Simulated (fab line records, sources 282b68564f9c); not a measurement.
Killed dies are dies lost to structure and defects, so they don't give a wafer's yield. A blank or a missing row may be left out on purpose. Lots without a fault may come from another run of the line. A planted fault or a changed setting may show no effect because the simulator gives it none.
Which tool did it? | flow rit_cmos | 15 lots, 45 wafers sampled, at 2 steps of a route of 202

WHAT THE GAUGES READ, wafer by wafer
RIT_SDANNEAL_RS_MEAS_07: measures by four-point-probe. Usual: NLDD_RS 151.6 ohm/sq, standard deviation 0.67.
lot  | measured    | on            | NLDD_RS (ohm/sq)  | flag
L909 | day 3 04:16 | film_metro-01 | 151.8 152.2 152.2 |
L910 | day 3 07:04 | film_metro-01 | 151.8 151.7 151.0 |
L911 | day 3 12:42 | film_metro-02 | 152.1 152.4 152.1 |
L912 | day 3 18:46 | film_metro-03 | 150.8 151.3 151.6 |
L913 | day 3 22:02 | film_metro-02 | 151.2 152.1 151.8 |
L914 | day 4 05:16 | film_metro-02 | 157.6 158.7 157.5 | OFF
L915 | day 4 10:12 | film_metro-01 | 157.7 157.3 157.7 | OFF
L916 | day 4 15:36 | film_metro-01 | 157.8 158.0 157.5 | OFF
L922 | day 5 19:56 | film_metro-01 | 152.2 152.3 152.7 |
L923 | day 6 00:35 | film_metro-02 | 151.1 151.4 151.2 |
L924 | day 6 06:56 | film_metro-03 | 153.1 153.5 153.5 |
L925 | day 6 12:16 | film_metro-03 | 150.0 150.8 150.3 |
L928 | day 7 04:52 | film_metro-03 | 151.1 150.7 150.6 |
L930 | day 7 11:16 | film_metro-01 | 152.1 151.3 152.4 |
L931 | day 7 16:35 | film_metro-03 | 150.8 152.1 151.4 |

WHICH TOOL RAN EACH LOT (tool, then ch and the chambers of the sampled wafers, then the start)
lot  | RIT_NLDD_IMPLANT_08
L909 | implanter-03 ch 0, day 2 19:35
L910 | implanter-04 ch 0, day 2 22:52
L911 | implanter-03 ch 0, day 3 03:37
L912 | implanter-01 ch 0, day 3 10:23
L913 | implanter-04 ch 0, day 3 13:42
L914 | implanter-04 ch 0, day 3 20:22
L915 | implanter-04 ch 0, day 4 00:46
L916 | implanter-04 ch 0, day 4 04:59
L922 | implanter-01 ch 0, day 5 11:53
L923 | implanter-01 ch 0, day 5 16:23
L924 | implanter-01 ch 0, day 5 22:23
L925 | implanter-01 ch 0, day 6 04:02
L928 | implanter-03 ch 0, day 6 20:49
L930 | implanter-03 ch 0, day 7 03:14
L931 | implanter-03 ch 0, day 7 08:33
- RIT_NLDD_IMPLANT_08

WHAT THE TOOLS THEMSELVES READ (means of the sampled wafers that have a number; where no wafer has one, the mark that the record gives instead)
RIT_NLDD_IMPLANT_08. Usual: dose_ions_cm2 5e+14, standard deviation 5.4e+11; faraday_current_uA 1571, standard deviation 28; tilt_deg 7.247 degrees, standard deviation 0.018.
lot  | tool         | dose_ions_cm2 | faraday_current_uA | tilt_deg (degrees) | flag
L909 | implanter-03 | 5e+14         | 1570               | 7.244              |
L910 | implanter-04 | 5e+14         | 1579               | 7.247              |
L911 | implanter-03 | 5e+14         | 1580               | 7.264              |
L912 | implanter-01 | 5e+14         | 1622               | 7.237              |
L913 | implanter-04 | 5e+14         | 1556               | 7.237              |
L914 | implanter-04 | 5e+14         | 1504               | 7.242              |
L915 | implanter-04 | 5e+14         | 1470               | 7.257              | OFF
L916 | implanter-04 | 5e+14         | 1503               | 7.257              |
L922 | implanter-01 | 5e+14         | 1566               | 7.231              |
L923 | implanter-01 | 5e+14         | 1577               | 7.251              |
L924 | implanter-01 | 5e+14         | 1547               | 7.244              |
L925 | implanter-01 | 5e+14         | 1585               | 7.262              |
L928 | implanter-03 | 5e+14         | 1561               | 7.250              |
L930 | implanter-03 | 5e+14         | 1580               | 7.253              |
L931 | implanter-03 | 5e+14         | 1584               | 7.247              |

THE ANSWER, worked out from the rows above alone
Rule: a lot is off if the mean of its wafers that have a number lies more than 3 standard deviations from the usual mean. A lot without any number at a reading at which 4 lots or more have one is off too. The other lots that the step has rows for count as sound. The gauges are gone through in route order, then the tools' own readings, and for those a lot's mean is taken as printed above. The first step at which some lot is off is used, and at that step the reading that is off furthest; a lot without a number counts as furthest.
Off: L914, L915, L916, at RIT_SDANNEAL_RS_MEAS_07 (NLDD_RS).
A tool fits if, at a process step before that reading, it ran every lot that is off, and no sound lot after the first of them. The gauges at RIT_SDANNEAL_RS_MEAS_07 are tried like those tools. One fits: implanter-04 at RIT_NLDD_IMPLANT_08. Its last sound lot is L913 (day 3 13:42), its first lot that is off L914 (day 3 20:22): a fault that began between those two fits.

WHAT THE SIMULATOR HAD PUT IN
Process parameter drift: implanter-04, from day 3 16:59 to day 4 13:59, at RIT_NLDD_IMPLANT_08. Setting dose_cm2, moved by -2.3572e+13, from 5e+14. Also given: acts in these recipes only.
Lots struck among those shown: L914, L915, L916. The rule above found the same.
